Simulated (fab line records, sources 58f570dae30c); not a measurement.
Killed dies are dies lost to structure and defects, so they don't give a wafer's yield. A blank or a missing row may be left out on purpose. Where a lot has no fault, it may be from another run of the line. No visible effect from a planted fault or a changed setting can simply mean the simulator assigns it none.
Which of the tools did it? / flow berkeley cmos170 / 14 lots, 42 wafers sampled, at 5 steps of a route of 331

== WHAT THE GAUGES SHOWED, per wafer ==
UCB170_NSD_TW_MEAS_10.
lot=L447; measured=day 7 19:00; on=film metro-02; NSD_TW=4214 4205 4221
lot=L448; measured=day 7 19:16; on=film metro-03; NSD_TW=4138 4147 4172
lot=L451; measured=day 8 23:26; on=film metro-03; NSD_TW=4128 4116 4128
lot=L450; measured=day 8 23:44; on=film metro-03; NSD_TW=4111 4121 4126
lot=L454; measured=day 9 00:16; on=film metro-03; NSD_TW=4150 4110 4157
lot=L453; measured=day 9 00:30; on=film metro-01; NSD_TW=4160 4169 4200
lot=L455; measured=day 9 10:32; on=film metro-03; NSD_TW=4133 4121 4151
lot=L459; measured=day 10 09:34; on=film metro-01; NSD_TW=4167 4168 4166
lot=L463; measured=day 11 04:04; on=film metro-02; NSD_TW=4197 4195 4208
lot=L464; measured=day 11 18:29; on=film metro-03; NSD_TW=4132 4131 4136
lot=L467; measured=day 11 18:49; on=film metro-03; NSD_TW=4125 4118 4122
lot=L469; measured=day 12 15:49; on=film metro-01; NSD_TW=4190 4209 4205
lot=L466; measured=day 12 15:55; on=film metro-03; NSD_TW=4114 4138 4148
lot=L470; measured=day 13 00:01; on=film metro-01; NSD_TW=4189 4184 4188

UCB170_SILICIDE_THK_MEAS_03: measures by xrf.
lot=L447; measured=day 7 20:59; on=film metro-02; SILICIDE_TI_THK (nm)=30.8 30.7 30.7
lot=L448; measured=day 7 21:13; on=film metro-03; SILICIDE_TI_THK (nm)=31.0 30.7 30.6
lot=L451; measured=day 9 01:18; on=film metro-04; SILICIDE_TI_THK (nm)=31.2 31.4 31.5
lot=L450; measured=day 9 01:32; on=film metro-04; SILICIDE_TI_THK (nm)=31.3 31.2 31.5
lot=L454; measured=day 9 02:04; on=film metro-03; SILICIDE_TI_THK (nm)=31.3 31.2 31.1
lot=L453; measured=day 9 02:22; on=film metro-04; SILICIDE_TI_THK (nm)=31.0 30.9 31.1
lot=L455; measured=day 9 12:19; on=film metro-04; SILICIDE_TI_THK (nm)=31.7 31.5 31.4
lot=L459; measured=day 10 11:35; on=film metro-03; SILICIDE_TI_THK (nm)=31.7 31.8 31.7
lot=L463; measured=day 11 06:23; on=film metro-04; SILICIDE_TI_THK (nm)=31.1 31.0 31.0
lot=L464; measured=day 11 20:17; on=film metro-02; SILICIDE_TI_THK (nm)=31.1 31.3 31.3
lot=L467; measured=day 11 20:44; on=film metro-03; SILICIDE_TI_THK (nm)=31.3 31.4 31.4
lot=L469; measured=day 12 17:37; on=film metro-04; SILICIDE_TI_THK (nm)=31.2 31.4 31.5
lot=L466; measured=day 12 17:46; on=film metro-02; SILICIDE_TI_THK (nm)=31.1 30.9 31.4
lot=L470; measured=day 13 01:49; on=film metro-04; SILICIDE_TI_THK (nm)=30.4 30.4 30.3

UCB170_CONTACT_CD_MEAS_15: target cd 700 nm.
lot=L447; measured=day 8 01:56; on=cd sem-01; cd nm (nm)=700.1 700.6 699.8
lot=L448; measured=day 8 02:37; on=cd sem-01; cd nm (nm)=701.9 702.3 701.4
lot=L451; measured=day 9 08:25; on=cd sem-01; cd nm (nm)=701.0 700.4 699.9
lot=L450; measured=day 9 08:50; on=cd sem-01; cd nm (nm)=698.9 699.6 698.8
lot=L454; measured=day 9 09:04; on=cd sem-01; cd nm (nm)=700.0 700.0 699.6
lot=L453; measured=day 9 09:31; on=cd sem-01; cd nm (nm)=701.3 701.0 701.7
lot=L455; measured=day 9 16:41; on=cd sem-02; cd nm (nm)=700.9 700.2 700.7
lot=L459; measured=day 10 17:20; on=cd sem-01; cd nm (nm)=700.5 699.2 698.5
lot=L463; measured=day 11 11:01; on=cd sem-01; cd nm (nm)=699.2 700.2 700.3
lot=L464; measured=day 12 01:51; on=cd sem-02; cd nm (nm)=700.9 701.5 699.9
lot=L467; measured=day 12 02:15; on=cd sem-01; cd nm (nm)=700.9 700.9 701.6
lot=L469; measured=day 12 21:33; on=cd sem-02; cd nm (nm)=700.2 699.0 698.1
lot=L466; measured=day 12 21:58; on=cd sem-02; cd nm (nm)=700.9 700.6 700.0
lot=L470; measured=day 13 06:43; on=cd sem-01; cd nm (nm)=698.6 698.8 699.0

UCB170_M1_RS_MEAS_01: a four-point-probe measurement.
lot=L447; measured=day 8 02:49; on=film metro-02; M1_AL_RS (ohm/sq)=0.0460 0.0463 0.0465
lot=L448; measured=day 8 03:34; on=film metro-02; M1_AL_RS (ohm/sq)=0.0467 0.0467 0.0471
lot=L451; measured=day 9 09:17; on=film metro-02; M1_AL_RS (ohm/sq)=0.0458 0.0460 0.0455
lot=L450; measured=day 9 09:48; on=film metro-01; M1_AL_RS (ohm/sq)=0.0462 0.0470 0.0469
lot=L454; measured=day 9 10:01; on=film metro-02; M1_AL_RS (ohm/sq)=0.0464 0.0460 0.0457
lot=L453; measured=day 9 10:25; on=film metro-02; M1_AL_RS (ohm/sq)=0.0469 0.0468 0.0468
lot=L455; measured=day 9 17:36; on=film metro-01; M1_AL_RS (ohm/sq)=0.0457 0.0458 0.0482
lot=L459; measured=day 10 18:11; on=film metro-01; M1_AL_RS (ohm/sq)=0.0473 0.0454 0.0448
lot=L463; measured=day 11 11:58; on=film metro-01; M1_AL_RS (ohm/sq)=0.0459 0.0459 0.0460
lot=L464; measured=day 12 02:41; on=film metro-03; M1_AL_RS (ohm/sq)=0.0464 0.0473 0.0470
lot=L467; measured=day 12 03:05; on=film metro-01; M1_AL_RS (ohm/sq)=0.0467 0.0465 0.0462
lot=L469; measured=day 12 22:20; on=film metro-01; M1_AL_RS (ohm/sq)=0.0463 0.0460 0.0465
lot=L466; measured=day 12 22:44; on=film metro-02; M1_AL_RS (ohm/sq)=0.0467 0.0467 0.0465
lot=L470; measured=day 13 08:55; on=film metro-02; M1_AL_RS (ohm/sq)=0.0466 0.0468 0.0472

== TOOL THAT RAN EACH LOT (tool first, then ch and the chambers of the sampled wafers, then the start) ==
lot=L447; UCB170_M1_SPUTTER_00=pvd sputter-01, day 8 02:46
lot=L448; UCB170_M1_SPUTTER_00=pvd sputter-04, day 8 03:29
lot=L451; UCB170_M1_SPUTTER_00=pvd sputter-02, day 9 09:13
lot=L450; UCB170_M1_SPUTTER_00=pvd sputter-04, day 9 09:42
lot=L454; UCB170_M1_SPUTTER_00=pvd sputter-02, day 9 09:56
lot=L453; UCB170_M1_SPUTTER_00=pvd sputter-04, day 9 10:22
lot=L455; UCB170_M1_SPUTTER_00=pvd sputter-02, day 9 17:31
lot=L459; UCB170_M1_SPUTTER_00=pvd sputter-02, day 10 18:07
lot=L463; UCB170_M1_SPUTTER_00=pvd sputter-01, day 11 11:55
lot=L464; UCB170_M1_SPUTTER_00=pvd sputter-04, day 12 02:36
lot=L467; UCB170_M1_SPUTTER_00=pvd sputter-01, day 12 03:02
lot=L469; UCB170_M1_SPUTTER_00=pvd sputter-01, day 12 22:15
lot=L466; UCB170_M1_SPUTTER_00=pvd sputter-04, day 12 22:41
lot=L470; UCB170_M1_SPUTTER_00=pvd sputter-04, day 13 08:51
- UCB170_M1_SPUTTER_00: material Al, target thk 600 nm, time 83.86 s.

== WHAT THE TOOLS THEMSELVES READ (means of the sampled wafers that have a number; where no wafer has one, the mark that the record gives instead) ==
UCB170_M1_SPUTTER_00.
lot=L447; tool=pvd sputter-01; chamber pressure pa (Pa)=0.5001; throttle valve pct (%)=29.5
lot=L448; tool=pvd sputter-04; chamber pressure pa (Pa)=0.5004; throttle valve pct (%)=30.1
lot=L451; tool=pvd sputter-02; chamber pressure pa (Pa)=0.5005; throttle valve pct (%)=31.5
lot=L450; tool=pvd sputter-04; chamber pressure pa (Pa)=0.5002; throttle valve pct (%)=30.9
lot=L454; tool=pvd sputter-02; chamber pressure pa (Pa)=0.4999; throttle valve pct (%)=31.4
lot=L453; tool=pvd sputter-04; chamber pressure pa (Pa)=0.5002; throttle valve pct (%)=31.1
lot=L455; tool=pvd sputter-02; chamber pressure pa (Pa)=0.5196; throttle valve pct (%)=30.3
lot=L459; tool=pvd sputter-02; chamber pressure pa (Pa)=0.5183; throttle valve pct (%)=30.7
lot=L463; tool=pvd sputter-01; chamber pressure pa (Pa)=0.4995; throttle valve pct (%)=29.3
lot=L464; tool=pvd sputter-04; chamber pressure pa (Pa)=0.4994; throttle valve pct (%)=29.7
lot=L467; tool=pvd sputter-01; chamber pressure pa (Pa)=0.4995; throttle valve pct (%)=29.2
lot=L469; tool=pvd sputter-01; chamber pressure pa (Pa)=0.4995; throttle valve pct (%)=29.9
lot=L466; tool=pvd sputter-04; chamber pressure pa (Pa)=0.5002; throttle valve pct (%)=31.3
lot=L470; tool=pvd sputter-04; chamber pressure pa (Pa)=0.4992; throttle valve pct (%)=31.4

== THE ANSWER, worked out from the rows above alone ==
Rule: what is usual is taken from the lots themselves. Put in order of their means at a reading, lots are off if they are a third of the lots or fewer, leave a main group of 4 or more, and stand apart from it by a gap of 3 or more times the standard deviation of the main group's means; of several such gaps the widest counts. If all means in a main group match to the digits the tables above print for the reading, that group is not used. A lot without any number at a reading at which 4 lots or more have one is off too. The other lots that the step has rows for count as sound. First the gauges in route order, then the tools' own readings, where a lot's mean is used as printed above. At the first step where some lot is off, the reading lying furthest off is the one used; lots without a number count as furthest.
Off, at UCB170_M1_SPUTTER_00 on chamber pressure pa: L455, L459. Main group: mean 0.4999 Pa, sd 0.00042.
If a tool, at that step or one of the process steps before it, ran each lot that is off and ran no sound lot following the first of them, it fits. One fits: UCB170_M1_SPUTTER_00 on pvd sputter-02. Its last sound lot is L454 (day 9 09:56), its first lot that is off L455 (day 9 17:31): a fault that began between those two fits.
On the lots that are off, the tool's own readings at UCB170_M1_SPUTTER_00 differ by more than 5 times the standard deviation of the sound lots' means, which bears it out; chamber pressure pa reads 0.5190 Pa there versus 0.4999 Pa on the sound lots.

== WHAT WAS PUT IN BY THE SIMULATOR ==
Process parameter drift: pvd sputter-02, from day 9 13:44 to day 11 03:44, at UCB170_M1_SPUTTER_00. Setting chamber pressure pa shifted by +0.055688 from 0.5. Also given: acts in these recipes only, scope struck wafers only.
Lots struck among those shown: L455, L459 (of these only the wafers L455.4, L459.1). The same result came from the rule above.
